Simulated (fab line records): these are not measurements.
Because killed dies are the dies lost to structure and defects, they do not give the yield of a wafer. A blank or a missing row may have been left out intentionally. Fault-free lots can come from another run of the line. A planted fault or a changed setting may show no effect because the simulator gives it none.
Which tool did it? -- flow ritCmos -- 45 wafers from 15 lots sampled at 6 of the route's 202 steps

WHAT EACH GAUGE READ, for each wafer
RIT_PWELL_OVL_MEAS_06. Usual: PWELL_OVL gives 0.4 nm (standard deviation 1.3).
lot,measured,on,PWELL_OVL (nm),flag
L563,day 2 00:49,overlay-02,0.6 1.8 2.8,
L564,day 2 06:09,overlay-01,-0.5 -1.9 -1.2,
L565,day 2 08:59,overlay-02,0.7 0.4 0.5,
L566,day 2 14:35,overlay-01,1.4 -0.4 0.3,
L567,day 2 21:19,overlay-02,1.2 -0.3 0.1,
L568,day 3 02:46,overlay-01,0.7 0.2 -0.8,
L569,day 3 08:48,overlay-01,1.2 -0.9 -0.2,
L571,day 3 22:58,overlay-02,0.4 -0.5 0.6,
L572,day 4 01:44,overlay-02,0.9 2.4 3.3,
L573,day 4 06:31,overlay-02,0.6 2.7 0.6,
L579,day 5 09:08,overlay-02,1.6 2.4 -0.2,
L580,day 5 15:38,overlay-01,-1.4 0.3 -0.6,
L583,day 6 04:34,overlay-01,-1.1 -1.5 1.9,
L585,day 6 14:17,overlay-01,1.8 1.0 -0.6,
L586,day 6 17:35,overlay-02,1.0 0.8 -1.9,

RIT_PLDD_TW_MEAS_10. Usual: PLDD_TW gives 2356 (standard deviation 9.1).
lot,measured,on,PLDD_TW,flag
L563,day 3 00:14,filmMetro-04,2354 2368 2358,
L564,day 3 05:17,filmMetro-04,2357 2359 2353,
L565,day 3 06:43,filmMetro-04,2351 2350 2345,
L566,day 3 17:53,filmMetro-04,2363 2357 2350,
L567,day 4 00:37,filmMetro-03,2372 2374 2362,
L568,day 4 08:11,filmMetro-02,2350 2350 2339,
L569,day 4 07:58,filmMetro-03,2375 2373 2373,
L571,day 4 23:31,filmMetro-04,2760 2756 2752,OFF
L572,day 5 01:58,filmMetro-04,2350 2351 2351,
L573,day 5 05:32,filmMetro-04,2735 2739 2745,OFF
L579,day 6 08:59,filmMetro-02,2349 2357 2351,
L580,day 6 14:18,filmMetro-02,2737 2764 2755,OFF
L583,day 7 09:07,filmMetro-02,2358 2366 2353,
L585,day 7 18:17,filmMetro-03,2345 2342 2367,
L586,day 8 06:31,filmMetro-02,2368 2349 2343,

RIT_NSD_OVL_MEAS_06. Usual: NSD_OVL gives 0.7 nm (standard deviation 1.4).
lot,measured,on,NSD_OVL (nm),flag
L563,day 3 03:40,overlay-02,-0.4 -1.8 -0.1,
L564,day 3 08:43,overlay-02,0.3 0.6 -1.0,
L565,day 3 10:46,overlay-01,1.3 0.7 -1.3,
L566,day 3 22:22,overlay-02,0.9 1.3 3.2,
L567,day 4 04:01,overlay-02,0.7 0.0 0.3,
L568,day 4 11:46,overlay-02,1.5 2.3 2.3,
L569,day 4 11:29,overlay-02,0.4 2.1 0.7,
L571,day 5 03:20,overlay-02,0.5 -1.8 -1.6,
L572,day 5 05:22,overlay-01,0.1 1.8 0.7,
L573,day 5 11:43,overlay-01,3.1 1.8 1.4,
L579,day 6 12:23,overlay-01,-1.3 -0.7 -0.1,
L580,day 6 19:09,overlay-01,1.3 0.3 0.0,
L583,day 7 12:39,overlay-01,0.4 3.3 2.5,
L585,day 7 22:57,overlay-02,-0.1 -0.3 -2.0,
L586,day 8 10:53,overlay-02,-1.8 -0.4 0.2,

RIT_SDANNEAL_RS_MEAS_06: a four-point-probe measurement. Usual: PLDD_RS gives 176.8 ohm/sq (standard deviation 0.48).
lot,measured,on,PLDD_RS (ohm/sq),flag
L563,day 3 06:38,filmMetro-02,177.0 177.0 176.6,
L564,day 3 11:32,filmMetro-02,177.5 177.5 177.3,
L565,day 3 13:37,filmMetro-03,176.8 177.8 177.7,
L566,day 4 01:05,filmMetro-02,176.8 177.2 176.9,
L567,day 4 07:03,filmMetro-03,176.9 176.3 177.7,
L568,day 4 14:34,filmMetro-02,176.8 176.3 176.7,
L569,day 4 14:19,filmMetro-04,176.7 176.6 176.1,
L571,day 5 06:51,filmMetro-03,151.2 151.5 151.0,OFF
L572,day 5 08:14,filmMetro-04,177.3 177.7 177.1,
L573,day 5 21:44,filmMetro-03,151.6 151.7 151.6,OFF
L579,day 6 15:11,filmMetro-03,177.1 177.3 176.7,
L580,day 6 22:18,filmMetro-02,151.9 151.3 150.8,OFF
L583,day 7 15:19,filmMetro-02,176.9 176.9 177.1,
L585,day 8 01:37,filmMetro-03,176.7 177.1 177.0,
L586,day 8 13:40,filmMetro-04,177.2 177.0 177.1,

WHICH TOOL RAN EACH LOT (tool, then ch and the chambers of the sampled wafers, then the start)
lot,RIT_PWELL_STRIP_09,RIT_PLDD_IMPLANT_08
L563,"plasmaAsher-01 ch 0,1, day 2 01:26","implanter-02 ch 0, day 2 23:57"
L564,"plasmaAsher-03 ch 0,1, day 2 06:35","implanter-04 ch 0, day 3 04:59"
L565,"plasmaAsher-01 ch 0,1, day 2 09:28","implanter-04 ch 0, day 3 06:25"
L566,"plasmaAsher-01 ch 0,1, day 2 15:05","implanter-02 ch 0, day 3 17:35"
L567,"plasmaAsher-01 ch 0,1, day 2 21:44","implanter-02 ch 0, day 4 00:18"
L568,"plasmaAsher-01 ch 0, day 3 03:11","implanter-02 ch 0, day 4 07:53"
L569,"plasmaAsher-04 ch 0,1, day 3 09:14","implanter-04 ch 0, day 4 07:39"
L571,"plasmaAsher-04 ch 0,1, day 3 23:25","implanter-02 ch 0, day 4 22:52"
L572,"plasmaAsher-01 ch 0,1, day 4 02:13","implanter-04 ch 0, day 5 01:41"
L573,"plasmaAsher-01 ch 0,1, day 4 06:57","implanter-02 ch 0, day 5 04:54"
L579,"plasmaAsher-04 ch 0,1, day 5 09:34","implanter-01 ch 0, day 6 08:40"
L580,"plasmaAsher-01 ch 0,1, day 5 16:07","implanter-02 ch 0, day 6 13:41"
L583,"plasmaAsher-03 ch 0,1, day 6 05:01","implanter-01 ch 0, day 7 08:48"
L585,"plasmaAsher-01 ch 0,1, day 6 14:44","implanter-04 ch 0, day 7 17:58"
L586,"plasmaAsher-01 ch 0,1, day 6 18:02","implanter-01 ch 0, day 8 06:12"
- RIT_PWELL_STRIP_09: strips in O2, time 180 s.
- RIT_PLDD_IMPLANT_08

WHAT THE TOOLS THEMSELVES READ (means of the sampled wafers that have a number; where no wafer has one, the mark that the record gives instead)
RIT_PWELL_STRIP_09. Usual: drypumpMotorCurrentA 5.76 A, standard deviation 0.21; rfReflPowerW 6.3 W, standard deviation 1.7.
lot,tool,drypumpMotorCurrentA (A),rfReflPowerW (W),flag
L563,plasmaAsher-01,5.72,5.8,
L564,plasmaAsher-03,5.61,8.5,
L565,plasmaAsher-01,5.74,5.8,
L566,plasmaAsher-01,5.88,5.6,
L567,plasmaAsher-01,5.73,5.6,
L568,plasmaAsher-01,5.55,5.6,
L569,plasmaAsher-04,5.85,6.9,
L571,plasmaAsher-04,5.84,7.0,
L572,plasmaAsher-01,5.89,5.4,
L573,plasmaAsher-01,5.90,5.6,
L579,plasmaAsher-04,5.76,5.3,
L580,plasmaAsher-01,5.73,5.7,
L583,plasmaAsher-03,5.61,8.5,
L585,plasmaAsher-01,5.72,5.6,
L586,plasmaAsher-01,5.72,5.9,

THE ANSWER, worked out from the rows above alone
Rule: lot off if the mean of its wafers having a number is beyond 3 standard deviations from the usual mean. Also off: a lot with no number at a reading for which 4 or more lots have one. The other lots that the step has rows for count as sound. Order of review: gauges by route order, followed by the tools' own readings, for which a lot's mean as printed above is used. At the first step where some lot is off, the reading lying furthest off is the one used; lots without a number count as furthest.
Off: at RIT_PLDD_TW_MEAS_10 (PLDD_TW), L571, L573, L580.
If a tool, at a process step before that reading, ran all the lots that are off and no sound lot after the first of them, it fits. Gauges at RIT_PLDD_TW_MEAS_10: tried the same way as those tools. One candidate fits, namely implanter-02 at RIT_PLDD_IMPLANT_08. Its last sound lot is L568 (day 4 07:53), its first lot that is off L571 (day 4 22:52): a fault that began between those two fits.

WHAT THE SIMULATOR HAD INSERTED
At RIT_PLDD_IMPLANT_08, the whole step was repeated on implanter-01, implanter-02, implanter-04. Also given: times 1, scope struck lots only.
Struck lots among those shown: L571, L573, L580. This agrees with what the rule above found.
